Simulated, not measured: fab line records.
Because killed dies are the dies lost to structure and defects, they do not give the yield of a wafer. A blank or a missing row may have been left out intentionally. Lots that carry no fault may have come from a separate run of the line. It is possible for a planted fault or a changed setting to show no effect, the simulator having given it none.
What tool caused it? -- flow rit_cmos -- 14 lots, 42 wafers sampled, at 2 steps of a route of 202

## WHAT THE GAUGES READ, wafer by wafer
The record lacks any reading of a measuring or inspecting step that a usual standard deviation could be used to judge.

## WHAT TOOL EACH LOT RAN ON (gives the tool, then ch and the chambers of the sampled wafers, and finally the start)
lot,RIT_M1_COAT_04,RIT_M1_PROBE_99
L949,"litho_track-04 ch 0, day 3 09:26","prober-01, day 3 12:57"
L950,"litho_track-03 ch 0, day 3 11:29","prober-02, day 3 15:40"
L951,"litho_track-04 ch 0, day 3 20:40","prober-01, day 4 01:43"
L952,"litho_track-01 ch 0, day 3 22:02","prober-02, day 4 01:40"
L953,"litho_track-04 ch 0, day 4 02:02","prober-02, day 4 05:57"
L954,"litho_track-04 ch 0, day 4 10:13","prober-01, day 4 13:44"
L958,"litho_track-03 ch 0, day 5 02:59","prober-01, day 5 07:08"
L961,"litho_track-04 ch 0, day 5 20:32","prober-02, day 6 00:08"
L963,"litho_track-03 ch 0, day 6 05:49","prober-02, day 6 09:48"
L964,"litho_track-03 ch 0, day 6 09:08","prober-01, day 6 12:49"
L965,"litho_track-01 ch 0, day 6 13:10","prober-02, day 6 17:58"
L967,"litho_track-03 ch 0, day 7 05:09","prober-02, day 7 09:35"
L969,"litho_track-03 ch 0, day 7 08:55","prober-02, day 7 12:26"
L972,"litho_track-01 ch 0, day 8 01:38","prober-01, day 8 05:03"
- RIT_M1_COAT_04: resist thk 1300 nm.
- RIT_M1_PROBE_99

## AS READ BY THE TOOLS THEMSELVES (means over the sampled wafers that have a number; for cases with no such wafer, the mark the record gives instead)
RIT_M1_COAT_04.
lot,tool,exhaust_pa (Pa),spin_speed_rpm (rpm)
L949,litho_track-04,45.3,1999.8
L950,litho_track-03,45.8,1999.1
L951,litho_track-04,45.9,1999.8
L952,litho_track-01,46.0,1997.7
L953,litho_track-04,45.6,1999.8
L954,litho_track-04,44.3,2095.2
L958,litho_track-03,45.0,2000.3
L961,litho_track-04,44.7,2096.4
L963,litho_track-03,44.1,2001.5
L964,litho_track-03,45.0,2000.8
L965,litho_track-01,45.5,1998.5
L967,litho_track-03,45.5,1999.6
L969,litho_track-03,44.7,1997.8
L972,litho_track-01,45.8,1998.8

RIT_M1_PROBE_99.
lot,tool,defect_limited_yield (%),killed_at_contacts,killed_at_front_end,killed_dies,killed_open,killed_short,sort_bin_3_pad_short (%),sort_bin_5_function (%),sort_bin_6_memory (%),sort_n_pass,sort_yield_pct (%)
L949,prober-01,98.3,0.0,4,4,2.0,2.3,0.3,0.9,0.5,260,98.3
L950,prober-02,98.6,0.0,4,4,1.7,2.0,0.0,1.0,0.4,260,98.6
L951,prober-01,95.3,0.0,12,12,5.7,5.7,0.1,2.8,1.8,252,95.3
L952,prober-02,98.2,0.3,4,5,1.7,3.0,0.4,1.3,0.1,259,98.2
L953,prober-02,97.2,0.0,7,7,3.7,3.7,0.1,1.8,0.9,257,97.2
L954,prober-01,97.7,0.0,6,6,3.3,2.7,0.3,1.3,0.8,258,97.7
L958,prober-01,97.2,0.0,7,7,4.7,2.7,0.1,2.2,0.5,257,97.2
L961,prober-02,97.3,0.0,7,7,3.7,3.3,0.0,0.9,1.8,257,97.3
L963,prober-02,97.0,0.0,8,8,4.7,3.3,0.0,1.9,1.2,256,97.0
L964,prober-01,97.7,0.0,6,6,3.3,2.7,0.1,1.4,0.8,258,97.7
L965,prober-02,98.2,0.0,5,5,2.3,2.3,0.1,0.9,0.8,259,98.2
L967,prober-02,97.2,0.0,7,7,2.7,4.7,0.1,1.7,1.0,257,97.2
L969,prober-02,97.7,0.0,6,6,1.0,5.0,0.0,0.9,1.4,258,97.7
L972,prober-01,96.1,0.3,10,10,6.0,4.0,0.4,2.3,1.3,254,96.1

## THE ANSWER, worked out from the rows above alone
Rule: what is usual is taken from the lots themselves. The widest of any qualifying gaps counts: lots, ordered by their means at a reading, are off when they make up no more than a third of the lots, leave a main group of 4 or more, and stand apart from it by 3 or more times the standard deviation of that group's means. The tables above print the reading to a certain number of digits; a main group whose means all agree to those digits is not used. Also off: a lot with no number at a reading for which 4 or more lots have one. The other lots that the step has rows for count as sound. After the gauges, taken in route order, come the tools' own readings; for these a lot's mean is taken, as printed above. The first step at which some lot is off is used, and at that step the reading that is off furthest; a lot without a number counts as furthest.
Off: L954, L961 (RIT_M1_COAT_04, spin_speed_rpm). The main group: mean 1999.5 rpm, standard deviation 1.1.
If a tool, at that step or one of the process steps before it, ran each lot that is off and ran no sound lot following the first of them, it fits. One fits: RIT_M1_COAT_04 on litho_track-04. A fault onset in the window from L953 (day 4 02:02, its last sound lot) to L954 (day 4 10:13, its first lot off) fits.
On the lots that are off, the tool's own readings at RIT_M1_COAT_04 differ by more than 5 times the standard deviation of the sound lots' means, which bears it out; spin_speed_rpm reads 2095.8 rpm there versus 1999.5 rpm on the sound lots.

## WHAT WAS PUT IN BY THE SIMULATOR
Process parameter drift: litho_track-04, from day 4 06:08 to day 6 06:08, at RIT_M1_COAT_04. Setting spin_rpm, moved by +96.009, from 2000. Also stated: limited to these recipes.
Shown lots that were struck: L954, L961. The rule given above showed the same thing.
